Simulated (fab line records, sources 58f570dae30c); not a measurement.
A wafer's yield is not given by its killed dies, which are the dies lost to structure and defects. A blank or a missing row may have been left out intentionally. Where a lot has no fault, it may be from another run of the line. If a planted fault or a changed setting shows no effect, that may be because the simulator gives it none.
fab line records | flow berkeleyCmos170
record: lots: 5 wafers: 27
route steps=331 shown NWELL@18 PWELL@39 ACTIVE@72 M1@250 M2@289
startH: hours from the record's opening day to when the first of the lot's shown wafers began | waitH: hours from the lot's prior step to this one | " same as the row above | L1.1+2: a single row standing in for several wafers | - value missing, or start not given | * or withheld: withheld | < > ~ a bound
route shown NAME@n: a module of which the file shows steps, and the number in the route of the first | usual: mean/standard deviation of fault-free wafers | same: alike in all rows | chamber/n: place in a boat | sites: each site's reading | _std_site: standard deviation of those values | _edge_site: the outer-site mean with the inner-site mean subtracted | radiusMm: how far each site lies from the wafer's centre | mask NAME#n: copy n | behind: the tool/chamber that last shaped the wafer | hold: why the lot went on hold/how many hours it stayed there/how the hold came to an end | device: transistor that didn't switch, given as n, p or np | end of line: the same wafers' tests at the end of the route | a step without rows: its recipe alone | killed: at the first sort, the dies lost to defects and structure; wafer yield is something else | map: a wafer's dies, x killed, . not, _ none there
set.NAME: setting as actually run; set.NAME@STEP: the setting as run at that earlier step | model.NAME: the simulator's own value behind a step, which no gauge read
lots with deliberately changed settings; one table per step, one row per wafer
== steps ==
step: UCB170_NWELL_CVD_04
recipe: material: Si3N4 targetThkNm: 224 tempC: 800 precursor: SiH2Cl2/NH3 timeS: 3360 pressureMtorr: 200 sih2cl2FlowSccm: 25 nh3FlowSccm: 75
columns lot.wafer tool chamber startH waitH set.timeS model.Si3N4_of_NWELL_CVD_04.thkNm
L074.1 - - - 0.0 3360 225.4
L074.2 " - " " 3360 225.6
L074.3 " - " " 3360 226.7
L074.4 " - " " 3360 228.6
L074.5 " - " " 3360 227.1
L074.6 " - " " 3360 227.2
L075.1 - - - 0.0 2455 166
L075.2 " - " " 2455 167
L075.3 " - " " 2455 164.2
L075.4 " - " " 2455 164.5
L075.5+6 " - " " 2455 165.5
L077.1 - - - 1.8 4989 334.1
L077.2 " - " " 4989 334
L077.3 " - " " 4989 334.8
L077.4 " - " " 4989 333.7
L077.5 " - " " 4989 333
L077.6 " - " " 4989 333.5
L079.1 lpcvd-01 1 54.42 0.0 3360 220.4
L079.3 " 1 " " 3360 222.5
L079.6 " 1 " " 3360 222.6
L083.1 - - - 0.7 5018 334.4
L083.2 " - " " 5018 334.9
L083.3 " - " " 5018 335.6
L083.4 " - " " 5018 335.4
L083.5 " - " " 5018 336.1
L083.6 " - " " 5018 335.3
step: UCB170_NWELL_THK_MEAS_05
recipe: reads: Si3N4_of_NWELL_CVD_04
usual: NWELL_NITRIDE_THK: 224.2/2.3
columns lot.wafer tool chamber startH waitH set.timeS@NWELL_CVD_04 NWELL_NITRIDE_THK[nm]
L074.1 filmMetro-01 - - - 3360 225.6
L074.2 " - " " 3360 225.6
L074.3 " - " " 3360 226.6
L074.4 " - " " 3360 228.7
L074.5 " - " " 3360 226.9
L074.6 " - " " 3360 227.2
L075.1 filmMetro-04 - - - 2455 165.9
L075.2 " - " " 2455 166.9
L075.3 " - " " 2455 164.2
L075.4 " - " " 2455 164.5
L075.5 " - " " 2455 165.8
L075.6 " - " " 2455 165.5
L077.1 filmMetro-02 - - - 4989 334.3
L077.2 " - " " 4989 333.9
L077.3 " - " " 4989 335.1
L077.4 " - " " 4989 333.4
L077.5 " - " " 4989 332.7
L077.6 " - " " 4989 333.5
L079.1 filmMetro-04 - 57.32 0.0 3360 220.5
L079.3 " - " " 3360 222.3
L079.6 " - " " 3360 222.6
L083.1 filmMetro-01 - - - 5018 334.1
L083.2 " - " " 5018 334.3
L083.3 " - " " 5018 335.4
L083.4 " - " " 5018 335.3
L083.5 " - " " 5018 336.1
L083.6 " - " " 5018 335.4
step: UCB170_PWELL_CVD_05
recipe: material: Si3N4 targetThkNm: 220 tempC: 800 precursor: SiH2Cl2/NH3 timeS: 3300 pressureMtorr: 200 sih2cl2FlowSccm: 25 nh3FlowSccm: 75
columns lot.wafer tool chamber startH waitH set.timeS model.Si3N4_of_PWELL_CVD_05.thkNm
L074.1 - - - 0.0 2493 163.8
L074.2 " - " " 2493 164.8
L074.3 " - " " 2493 165.4
L074.4 " - " " 2493 165
L074.5 " - " " 2493 164.1
L074.6 " - " " 2493 165.9
L075.1 - - - 0.0 4452 299.9
L075.2 " - " " 4452 300.2
L075.3 " - " " 4452 299.6
L075.4 " - " " 4452 299.7
L075.5 " - " " 4452 301
L075.6 " - " " 4452 299.4
L077.1 - - - 0.0 1469 94.8
L077.2 " - " " 1469 97.77
L077.3 " - " " 1469 96.94
L077.4 " - " " 1469 96.55
L077.5 " - " " 1469 97.33
L077.6 " - " " 1469 97.91
L079.1 lpcvd-01 0 73.95 0.0 3300 221.5
L079.3 " 0 " " 3300 220.9
L079.6 " 0 " " 3300 222
L083.1 - - - 0.0 2784 189
L083.2 " - " " 2784 186.8
L083.3 " - " " 2784 185.9
L083.4 " - " " 2784 187.8
L083.5 " - " " 2784 186.9
L083.6 " - " " 2784 186.6
step: UCB170_PWELL_THK_MEAS_06
recipe: reads: Si3N4_of_PWELL_CVD_05
usual: PWELL_NITRIDE_THK: 220.5/1.7
columns lot.wafer tool chamber startH waitH set.timeS@PWELL_CVD_05 PWELL_NITRIDE_THK[nm]
L074.1 filmMetro-04 - - - 2493 163.8
L074.2 " - " " 2493 164.8
L074.3 " - " " 2493 165.6
L074.4 " - " " 2493 164.9
L074.5 " - " " 2493 164.0
L074.6 " - " " 2493 165.7
L075.1 filmMetro-02 - - - 4452 299.9
L075.2 " - " " 4452 300.1
L075.3 " - " " 4452 299.4
L075.4 " - " " 4452 299.7
L075.5 " - " " 4452 301.1
L075.6 " - " " 4452 299.5
L077.1 filmMetro-03 - - - 1469 94.7
L077.2 " - " " 1469 97.7
L077.3 " - " " 1469 96.9
L077.4 " - " " 1469 96.5
L077.5 " - " " 1469 97.4
L077.6 " - " " 1469 97.9
L079.1 filmMetro-02 - 75.87 0.0 3300 221.7
L079.3 " - " " 3300 221.1
L079.6 " - " " 3300 222.2
L083.1 filmMetro-02 - - - 2784 189.0
L083.2 " - " " 2784 186.9
L083.3 " - " " 2784 186.0
L083.4 " - " " 2784 187.7
L083.5 " - " " 2784 186.9
L083.6 " - " " 2784 186.6
step: UCB170_PWELL_HMDS_07
recipe: primeTimeS: 60 primeTempC: 100
step: UCB170_PWELL_COAT_08
recipe: resist: KrF spinRpm: 1500 resistThkNm: 900
step: UCB170_PWELL_DEVELOP_12
recipe: developer: TMAH developTimeS: 45 resist: KrF devTempC: 21
step: UCB170_PWELL_ETCH_14
recipe: chemistry: CH3F/Ar/O2 target: Si3N4 stopOn: SiO2 CH3F_flow_sccm: 20 Ar_flow_sccm: 50 O2_flow_sccm: 7 pressureMtorr: 50 rfW: 450 targetDepthA: 2420 overEtchFrac: 0.1 timeS: 151
usual: oesProductAu: 0.936/0.01
columns lot.wafer tool chamber startH waitH set.timeS@PWELL_CVD_05 oesProductAu model.etch.depthNm
L074.1 rieDiel-01 2 46.57 0.0 2493 0.780 163.8
L074.2 " 3 " " 2493 0.794 164.8
L074.3 " 1 " " 2493 0.814 165.4
L074.4 " 0 " " 2493 0.804 165
L074.5 " 2 " " 2493 0.781 164.1
L074.6 " 1 " " 2493 0.809 165.9
L075.1 rieDiel-02 1 54.98 0.0 4452 0.979 240.1
L075.2 " 0 " " 4452 0.984 236.6
L075.3 " 2 " " 4452 0.999 242
L075.4 " 3 " " 4452 0.970 238.1
L075.5 " 1 " " 4452 0.986 241.5
L075.6 " 2 " " 4452 0.991 239
L077.1 rieDiel-01 3 60.82 0.0 1469 0.620 94.8
L077.2 " 1 " " 1469 0.633 97.77
L077.3 " 2 " " 1469 0.605 96.94
L077.4 " 0 " " 1469 0.626 96.55
L077.5 " 2 " " 1469 0.613 97.33
L077.6 " 3 " " 1469 0.617 97.91
L079.1 rieDiel-02 0 76.80 0.0 3300 0.946 221.5
L079.3 " 2 " " 3300 0.942 220.9
L079.6 " 0 " " 3300 0.938 222
L083.1 rieDiel-02 3 92.66 0.0 2784 0.843 189
L083.2 " 0 " " 2784 0.852 186.8
L083.3 " 1 " " 2784 0.844 185.9
L083.4 " 2 " " 2784 0.852 187.8
L083.5 " 2 " " 2784 0.852 186.9
L083.6 " 3 " " 2784 0.851 186.6
step: UCB170_ACTIVE_DEVELOP_12
recipe: developer: TMAH developTimeS: 45 resist: KrF devTempC: 21
columns lot.wafer tool chamber startH waitH set.developTimeS
L074.1+2+3+4+5+6 lithoTrack-01 0 - - 45
L077.1+3+4 lithoTrack-03 0 - - 19.99
L077.2+5+6 " 0 " " 45
L075.1+4+5 lithoTrack-01 0 - - 45
L075.2+3+6 " 0 " " 64.88
L079.1+3+6 lithoTrack-03 0 - - 45
L083.1+2+4 lithoTrack-02 0 - - 45
L083.3+5+6 " 0 " " 31.61
step: UCB170_ACTIVE_CD_MEAS_13
recipe: targetCdNm: 1200
usual: cdNm: 1200.2/1.5
columns lot.wafer tool chamber startH waitH set.developTimeS@ACTIVE_DEVELOP_12 cdNm
L074.1 cdSem-02 - 73.39 - 45 1202.6
L074.2 " - " " 45 1203.6
L074.3 " - " " 45 1202.6
L074.4 " - " " 45 1203.7
L074.5 " - " " 45 1203.5
L074.6 " - " " 45 1202.3
L077.1 cdSem-01 - 87.74 - 19.99 1206.6
L077.2 " - " " 45 1200.1
L077.3 " - " " 19.99 1206.3
L077.4 " - " " 19.99 1207.1
L077.5 " - " " 45 1199.5
L077.6 " - " " 45 1200.5
L075.1 cdSem-01 - 87.97 - 45 1199.3
L075.2 " - " " 64.88 1197.0
L075.3 " - " " 64.88 1197.6
L075.4 " - " " 45 1199.0
L075.5 " - " " 45 1200.3
L075.6 " - " " 64.88 1196.3
L079.1 cdSem-01 - 109.45 - 45 1198.7
L079.3 " - " " 45 1199.8
L079.6 " - " " 45 1200.2
L083.1 cdSem-02 - 122.17 - 45 1200.5
L083.2 " - " " 45 1201.5
L083.3 " - " " 31.61 1203.6
L083.4 " - " " 45 1200.8
L083.5 " - " " 31.61 1204.2
L083.6 " - " " 31.61 1205.2
step: UCB170_ACTIVE_ETCH_15
recipe: chemistry: CH3F/Ar/O2 target: Si3N4 stopOn: SiO2 CH3F_flow_sccm: 20 Ar_flow_sccm: 50 O2_flow_sccm: 7 pressureMtorr: 50 rfW: 450 targetDepthA: 2420 overEtchFrac: 0.1 timeS: 151
columns lot.wafer tool chamber startH waitH set.developTimeS@ACTIVE_DEVELOP_12 model.ACTIVE.cdNm
L074.1+2+5 rieDiel-04 2,0,0 73.55 0.0 45 1203
L074.3+6 " 1 " " 45 1202
L074.4 " 3 " " 45 1204
L077.1+4 rieDiel-02 3,1 87.90 0.0 19.99 1207
L077.2 " 2 " " 45 1200
L077.3 " 0 " " 19.99 1206
L077.5 " 3 " " 45 1199
L077.6 " 2 " " 45 1201
L075.1+4 rieDiel-02 0,1 88.13 0.0 45 1199
L075.2+6 " 3,1 " " 64.88 1197
L075.3 " 2 " " 64.88 1198
L075.5 " 2 " " 45 1201
L079.1+3 rieDiel-02 1,0 109.60 0.0 45 1199
L079.6 " 1 " " 45 1200
L083.1+2+4 rieDiel-04 1,0,2 122.33 0.0 45 1201
L083.3+5 " 3,2 " " 31.61 1204
L083.6 " 1 " " 31.61 1206
step: UCB170_ACTIVE_STRIP_16
recipe: chemistry: O2 powerW: 400 pressureMtorr: 3500 platenTempC: withheld o2FlowSccm: 400 overashFraction: 0.5
step: UCB170_ACTIVE_CD_MEAS_90
recipe: targetCdNm: 1200
usual: cdNm: 1200.3/1.5
columns lot.wafer tool chamber startH waitH set.developTimeS@ACTIVE_DEVELOP_12 cdNm
L074.1 cdSem-01 - 73.75 0.1 45 1203.3
L074.2 " - " " 45 1203.6
L074.3 " - " " 45 1202.5
L074.4 " - " " 45 1203.5
L074.5 " - " " 45 1203.2
L074.6 " - " " 45 1202.1
L077.1 cdSem-02 - 88.10 0.1 19.99 1206.7
L077.2 " - " " 45 1200.5
L077.3 " - " " 19.99 1206.4
L077.4 " - " " 19.99 1207.6
L077.5 " - " " 45 1199.5
L077.6 " - " " 45 1200.8
L075.1 cdSem-02 - 88.33 0.1 45 1199.0
L075.2 " - " " 64.88 1196.7
L075.3 " - " " 64.88 1197.7
L075.4 " - " " 45 1199.5
L075.5 " - " " 45 1200.7
L075.6 " - " " 64.88 1196.3
L079.1 cdSem-01 - 109.80 0.1 45 1199.2
L079.3 " - " " 45 1199.6
L079.6 " - " " 45 1200.4
L083.1 cdSem-01 - 122.57 0.1 45 1200.9
L083.2 " - " " 45 1201.3
L083.3 " - " " 31.61 1204.0
L083.4 " - " " 45 1201.0
L083.5 " - " " 31.61 1204.4
L083.6 " - " " 31.61 1205.9
step: UCB170_M1_METAL_ETCH_12
recipe: chemistry: Cl2/BCl3 target: Al stopOn: PSG pressureMtorr: 12 targetDepthA: 7800 overEtchFrac: 0.3 timeS: 130 icpW: 600 biasW: 120 Cl2_flow_sccm: 90 bcl3FlowSccm: 45
columns lot.wafer tool chamber startH waitH set.timeS model.M1.featureDepthNm model.KrF_of_M1_COAT_04.thkNm
L074.1 rieMetal-03 1 142.74 - 130 643.8 430.3
L074.2 " 0 " " 130 635.5 432.2
L074.3 " 1 " " 130 637 426.2
L074.4 " 0 " " 130 635.5 428.1
L074.5 " 0 " " 130 640.5 431.9
L074.6 " 1 " " 130 640 424
L077.1 rieMetal-04 1 159.90 - 193.4 664.8 184.5
L077.2 " 1 " " 130 641 406.4
L077.3 " 1 " " 193.4 661 180.1
L077.4 " 1 " " 130 635.7 414
L077.5 " 1 " " 130 643.7 411.9
L077.6 " 1 " " 193.4 661.5 184.1
L075.1 rieMetal-03 0 161.06 - 86.01 525.7 581.4
L075.2 " 1 " " 130 649.8 428.1
L075.3 " 1 " " 130 648.4 426.8
L075.4 " 0 " " 86.01 524.9 581.1
L075.5 " 0 " " 130 651.9 429.5
L075.6 " 1 " " 86.01 525.6 580.2
L079.1 rieMetal-03 1 177.84 - 130 646.2 431
L079.3 " 1 " " 130 644.1 434.4
L079.6 " 0 " " 130 643.6 431.9
L083.1 rieMetal-04 1 187.93 - 130 637.9 408.2
L083.2 " 0 " " 130 633.5 430.1
L083.3 " 0 " " 130 641.7 429.9
L083.4 " 1 " " 130 639.3 409.4
L083.5 " 0 " " 130 634.3 423.5
L083.6 " 1 " " 130 638.8 412.5
step: UCB170_M1_STRIP_13
recipe: chemistry: O2 powerW: 400 pressureMtorr: 3500 platenTempC: withheld o2FlowSccm: 400 overashFraction: 0.5
usual: oesProductAu: 0.720/0.0049
columns lot.wafer tool chamber startH waitH set.timeS@M1_METAL_ETCH_12 oesProductAu
L074.1 plasmaAsher-04 0 142.87 0.1 130 0.726
L074.2 " 1 " " 130 0.720
L074.3 " 0 " " 130 0.716
L074.4 " 1 " " 130 0.724
L074.5 " 0 " " 130 0.719
L074.6 " 1 " " 130 0.723
L077.1 plasmaAsher-03 0 160.16 0.2 193.4 0.514
L077.2 " 1 " " 130 0.712
L077.3 " 0 " " 193.4 0.502
L077.4 " 1 " " 130 0.727
L077.5 " 1 " " 130 0.723
L077.6 " 0 " " 193.4 0.512
L075.1 plasmaAsher-03 0 161.20 0.1 86.01 0.723
L075.2 " 1 " " 130 0.724
L075.3 " 1 " " 130 0.726
L075.4 " 0 " " 86.01 0.729
L075.5 " 1 " " 130 0.710
L075.6 " 0 " " 86.01 0.727
L079.1 plasmaAsher-01 1 177.97 0.1 130 0.711
L079.3 " 0 " " 130 0.724
L079.6 " 1 " " 130 0.717
L083.1 plasmaAsher-01 0 188.06 0.1 130 0.712
L083.2 " 1 " " 130 0.727
L083.3 " 0 " " 130 0.724
L083.4 " 1 " " 130 0.723
L083.5 " 0 " " 130 0.720
L083.6 " 1 " " 130 0.707
step: UCB170_M1_CD_MEAS_90
recipe: targetCdNm: 700
usual: cdNm: 700.0/1.9
columns lot.wafer tool chamber startH waitH set.timeS@M1_METAL_ETCH_12 cdNm
L074.1 cdSem-01 - 142.97 0.1 130 700.3
L074.2 " - " " 130 701.3
L074.3 " - " " 130 702.0
L074.4 " - " " 130 699.5
L074.5 " - " " 130 704.2
L074.6 " - " " 130 700.1
L077.1 cdSem-02 - 160.26 0.1 193.4 683.2
L077.2 " - " " 130 699.5
L077.3 " - " " 193.4 683.2
L077.4 " - " " 130 699.3
L077.5 " - " " 130 699.7
L077.6 " - " " 193.4 682.6
L075.1 cdSem-02 - 161.30 0.1 86.01 711.5
L075.2 " - " " 130 703.6
L075.3 " - " " 130 699.1
L075.4 " - " " 86.01 709.9
L075.5 " - " " 130 700.6
L075.6 " - " " 86.01 709.6
L079.1 cdSem-01 - 178.07 0.1 130 697.4
L079.3 " - " " 130 700.2
L079.6 " - " " 130 700.7
L083.1 cdSem-02 - 188.16 0.1 130 701.9
L083.2 " - " " 130 700.5
L083.3 " - " " 130 700.0
L083.4 " - " " 130 704.7
L083.5 " - " " 130 702.2
L083.6 " - " " 130 704.1
step: UCB170_M2_METAL_ETCH_18
recipe: chemistry: Cl2/BCl3 target: Al stopOn: SiO2 pressureMtorr: 12 targetDepthA: 11700 overEtchFrac: 0.3 timeS: 195 icpW: 600 biasW: 120 Cl2_flow_sccm: 90 bcl3FlowSccm: 45
columns lot.wafer tool chamber startH waitH set.timeS model.M2.featureDepthNm model.etch.depthNm model.KrF_of_M2_COAT_10.thkNm
L074.1 rieMetal-03 1 152.06 - 246.2 981.8 905.9 21.07
L074.2 " 0 " " 195 963.8 905.7 199.3
L074.3 " 0 " " 195 958.2 900 201.9
L074.4 " 1 " " 246.2 976.2 900.3 19.33
L074.5 " 1 " " 195 958.1 900.5 198.8
L074.6 " 0 " " 246.2 979.4 902.9 23.97
L077.1 rieMetal-01 0 170.15 - 195 954.5 900.1 225.9
L077.2 " 1 " " 195 952.8 897 216.5
L077.3 " 1 " " 195 951 895.6 222.8
L077.4 " 0 " " 195 969.6 914.9 223.9
L077.5 " 1 " " 195 953.9 898.1 217.6
L077.6 " 0 " " 195 960.5 906 227.5
L075.1 rieMetal-04 1 173.67 - 248.8 955.5 876.5 0
L075.2 " 0 " " 195 941 885.2 217.6
L075.3 " 0 " " 248.8 971.3 896.3 31.49
L075.4 " 1 " " 195 943.9 884.6 189.9
L075.5 " 1 " " 248.8 963.7 884.8 0
L075.6 " 0 " " 195 932 875.9 213.3
L079.1 rieMetal-01 1 185.96 - 195 950.8 894.2 201.2
L079.3 " 0 " " 195 953.2 897.4 205.2
L079.6 " 1 " " 195 948.5 892 204.7
L083.1 rieMetal-01 1 205.81 - 115.5 698 698 484.3
L083.2 " 0 " " 195 951.8 896.5 217.5
L083.3 " 0 " " 115.5 680.7 680.7 489.8
L083.4 " 1 " " 115.5 695.9 695.9 483.4
L083.5 " 1 " " 195 942.8 886.3 208.8
L083.6 " 0 " " 195 954.2 899 217.8
step: UCB170_M2_STRIP_19
recipe: chemistry: O2 powerW: 400 pressureMtorr: 3500 platenTempC: withheld o2FlowSccm: 400 overashFraction: 0.5
usual: oesProductAu: 0.536/0.013
columns lot.wafer tool chamber startH waitH set.timeS@M2_METAL_ETCH_18 oesProductAu
L074.1 plasmaAsher-04 1 152.25 0.1 246.2 0.335
L074.2 " 0 " " 195 0.524
L074.3 " 1 " " 195 0.528
L074.4 " 0 " " 246.2 0.334
L074.5 " 0 " " 195 0.524
L074.6 " 1 " " 246.2 0.334
L077.1 plasmaAsher-02 0 170.33 0.1 195 0.554
L077.2 " 1 " " 195 0.550
L077.3 " 0 " " 195 0.553
L077.4 " 1 " " 195 0.560
L077.5 " 0 " " 195 0.554
L077.6 " 1 " " 195 0.561
L075.1 plasmaAsher-02 1 173.86 0.1 248.8 0.307
L075.2 " 0 " " 195 0.548
L075.3 " 0 " " 248.8 0.353
L075.4 " 1 " " 195 0.518
L075.5 " 0 " " 248.8 0.310
L075.6 " 1 " " 195 0.541
L079.1 plasmaAsher-02 0 186.15 0.1 195 0.530
L079.3 " 0 " " 195 0.535
L079.6 " 0 " " 195 0.541
L083.1 plasmaAsher-03 0 206.00 0.1 115.5 0.713
L083.2 " 1 " " 195 0.543
L083.3 " 0 " " 115.5 0.723
L083.4 " 1 " " 115.5 0.714
L083.5 " 0 " " 195 0.537
L083.6 " 1 " " 195 0.552
step: UCB170_M2_CD_MEAS_90
recipe: targetCdNm: 700
usual: cdNm: 698.8/2.9
columns lot.wafer tool chamber startH waitH set.timeS@M2_METAL_ETCH_18 cdNm
L074.1 cdSem-02 - 152.35 0.1 246.2 685.8
L074.2 " - " " 195 696.6
L074.3 " - " " 195 698.9
L074.4 " - " " 246.2 687.7
L074.5 " - " " 195 696.1
L074.6 " - " " 246.2 684.9
L077.1 cdSem-01 - 170.43 0.1 195 702.8
L077.2 " - " " 195 695.8
L077.3 " - " " 195 697.7
L077.4 " - " " 195 703.8
L077.5 " - " " 195 694.7
L077.6 " - " " 195 705.2
L075.1 cdSem-01 - 173.96 0.1 248.8 683.3
L075.2 " - " " 195 701.5
L075.3 " - " " 248.8 687.7
L075.4 " - " " 195 696.6
L075.5 " - " " 248.8 681.0
L075.6 " - " " 195 699.8
L079.1 cdSem-01 - 186.25 0.1 195 697.8
L079.3 " - " " 195 701.2
L079.6 " - " " 195 698.7
L083.1 cdSem-02 - 206.10 0.1 115.5 717.6
L083.2 " - " " 195 700.5
L083.3 " - " " 115.5 718.3
L083.4 " - " " 115.5 713.3
L083.5 " - " " 195 695.5
L083.6 " - " " 195 699.6
== key ==
split: step: UCB170_NWELL_CVD_04 setting: timeS stated: 3360 by: lot
response: step: UCB170_NWELL_CVD_04 reading: model.Si3N4_of_NWELL_CVD_04.thkNm change: +2.23 per: 1% r: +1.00
response: step: UCB170_NWELL_THK_MEAS_05 reading: NWELL_NITRIDE_THK change: +2.23 per: 1% r: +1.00
split: step: UCB170_PWELL_CVD_05 setting: timeS stated: 3300 by: lot
response: step: UCB170_PWELL_CVD_05 reading: model.Si3N4_of_PWELL_CVD_05.thkNm change: +2.25 per: 1% r: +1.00
response: step: UCB170_PWELL_THK_MEAS_06 reading: PWELL_NITRIDE_THK change: +2.25 per: 1% r: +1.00
response: step: UCB170_PWELL_ETCH_14 reading: oesProductAu change: +0.00403 per: 1% r: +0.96
response: step: UCB170_PWELL_ETCH_14 reading: model.etch.depthNm change: +1.57 per: 1% r: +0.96
split: step: UCB170_ACTIVE_DEVELOP_12 setting: developTimeS stated: 45 by: wafer
response: step: UCB170_ACTIVE_CD_MEAS_13 reading: cdNm change: -0.0988 per: 1% r: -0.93
response: step: UCB170_ACTIVE_ETCH_15 reading: model.ACTIVE.cdNm change: -0.0991 per: 1% r: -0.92
response: step: UCB170_ACTIVE_CD_MEAS_90 reading: cdNm change: -0.102 per: 1% r: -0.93
split: step: UCB170_M1_METAL_ETCH_12 setting: timeS stated: 130 by: wafer
response: step: UCB170_M1_METAL_ETCH_12 reading: model.M1.featureDepthNm shape: bent atLowest: 525.4 atStated: 641.1 atHighest: 662.4
response: step: UCB170_M1_METAL_ETCH_12 reading: model.KrF_of_M1_COAT_04.thkNm change: -4.62 per: 1% r: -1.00
response: step: UCB170_M1_STRIP_13 reading: oesProductAu shape: bent atLowest: 0.726 atStated: 0.720 atHighest: 0.509
response: step: UCB170_M1_CD_MEAS_90 reading: cdNm change: -0.317 per: 1% r: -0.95
split: step: UCB170_M2_METAL_ETCH_18 setting: timeS stated: 195 by: wafer
response: step: UCB170_M2_METAL_ETCH_18 reading: model.M2.featureDepthNm shape: bent atLowest: 691.5 atStated: 952.3 atHighest: 963.5
response: step: UCB170_M2_METAL_ETCH_18 reading: model.etch.depthNm shape: bent atLowest: 691.5 atStated: 896.1 atHighest: 885.9
response: step: UCB170_M2_METAL_ETCH_18 reading: model.KrF_of_M2_COAT_10.thkNm change: -6.8 per: 1% r: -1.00
response: step: UCB170_M2_STRIP_19 reading: oesProductAu change: -0.00575 per: 1% r: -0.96
response: step: UCB170_M2_CD_MEAS_90 reading: cdNm change: -0.463 per: 1% r: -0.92
